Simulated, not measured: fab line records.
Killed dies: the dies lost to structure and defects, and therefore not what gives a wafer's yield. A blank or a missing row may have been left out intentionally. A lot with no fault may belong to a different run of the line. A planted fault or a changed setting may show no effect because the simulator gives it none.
Split-lot trial	flow rit-cmos	23 wafers read from 5 lots, route of 202 steps

THE SPLIT
At RIT_NRETRO_IMPLANT_08, the setting energy-kev was moved away from the recipe's 70 on 4 of the 23 wafers read, by -5.1% to -3.5%. This setting was run at the recipe's value on the other wafers.

Reading taken at the split's own step.

THE READING
implant.drp-nm (the simulator's own value, which no gauge read), in nm, at RIT_NRETRO_IMPLANT_08. No usual value for it is given in the file.

wafer	tool, chamber at the split	energy-kev as run	against the recipe	implant.drp-nm, nm	against lot-mates on the recipe
L074.1	implanter-03, 0	70	recipe	33.94	-
L074.2	implanter-03, 0	70	recipe	33.94	-
L074.3	implanter-03, 0	70	recipe	33.94	-
L074.4	implanter-03, 0	70	recipe	33.94	-
L074.6	implanter-03, 0	70	recipe	33.94	-
L077.1	implanter-01, 0	70	recipe	33.94	-
L077.2	implanter-01, 0	70	recipe	33.94	-
L077.3	implanter-01, 0	70	recipe	33.94	-
L077.4	implanter-01, 0	70	recipe	33.94	-
L077.6	implanter-01, 0	70	recipe	33.94	-
L078.1	implanter-01, 0	67.57	-3.5%	32.93	-1.01
L078.3	implanter-01, 0	67.57	-3.5%	32.93	-1.01
L078.2	implanter-01, 0	70	recipe	33.94	-
L078.4	implanter-01, 0	70	recipe	33.94	-
L078.5	implanter-01, 0	70	recipe	33.94	-
L079.2	implanter-03, 0	70	recipe	33.94	-
L079.5	implanter-03, 0	70	recipe	33.94	-
L079.6	implanter-03, 0	70	recipe	33.94	-
L081.1	implanter-01, 0	70	recipe	33.94	-
L081.2	implanter-01, 0	70	recipe	33.94	-
L081.3	implanter-01, 0	70	recipe	33.94	-
L081.4	implanter-01, 0	66.4	-5.1%	32.44	-1.50
L081.5	implanter-01, 0	66.4	-5.1%	32.44	-1.50

THE FIT
A straight line over all 23 wafers: implant.drp-nm changes by +0.291 nm for each +1% of energy-kev; r = +1.00; the points scatter about the line by 0.00064 nm.
The same after taking each lot's own level away (the mean of its wafers on the recipe; 23 wafers): +0.291 nm for each +1%; r = +1.00; scatter 0.00064 nm.
According to that fit, moving energy-kev by its largest amount changes the reading by 1.5 nm.
The lots' own levels span 33.940 to 33.940 nm.
Hence the lot-to-lot level has little effect on the slope; both slopes agree.
Check: with one of the wafers moved furthest among these (-5.1%) left out of the fit, the line predicts -1.5 nm for it against its lot-mates. Against them it came out at -1.5 nm.

FURTHER SPLITS ON THESE WAFERS
Before the reading, these wafers also passed through other splits. Each is held against what the fit with the lots' levels taken away leaves over:
other split on the same wafers	wafers away from the commonest value	r with implant.drp-nm (lot level and that fit taken away)
RIT_ACTIVE_ETCH_13 rf-w	6	-0.39
RIT_FOX2_OXIDATION_00 ox-time-s	15	+0.14
RIT_NWELL_COAT_01 spin-rpm	9	+0.00
RIT_NWELL_IMPLANT_08 dose-cm2	4	+0.00
RIT_PWELL_STRIP_09 o2-flow-sccm	5	-0.21
RIT_NRETRO_COAT_01 resist-thk-nm	7	+0.41

THE WHOLE CHAIN: every reading that the file lists as answering this split, in the file's order
step	what it does	reading	change (the file's fit)	r (the file's)
RIT_NRETRO_IMPLANT_08		implant.rp-nm (the simulator's own value, which no gauge read)	+0.872 nm for each +1% of the setting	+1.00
RIT_NRETRO_IMPLANT_08		implant.drp-nm (the simulator's own value, which no gauge read)	+0.29 nm for each +1% of the setting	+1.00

FILE'S OWN FIT
implant.drp-nm changes by +0.29 nm for each +1% of energy-kev, r = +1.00.
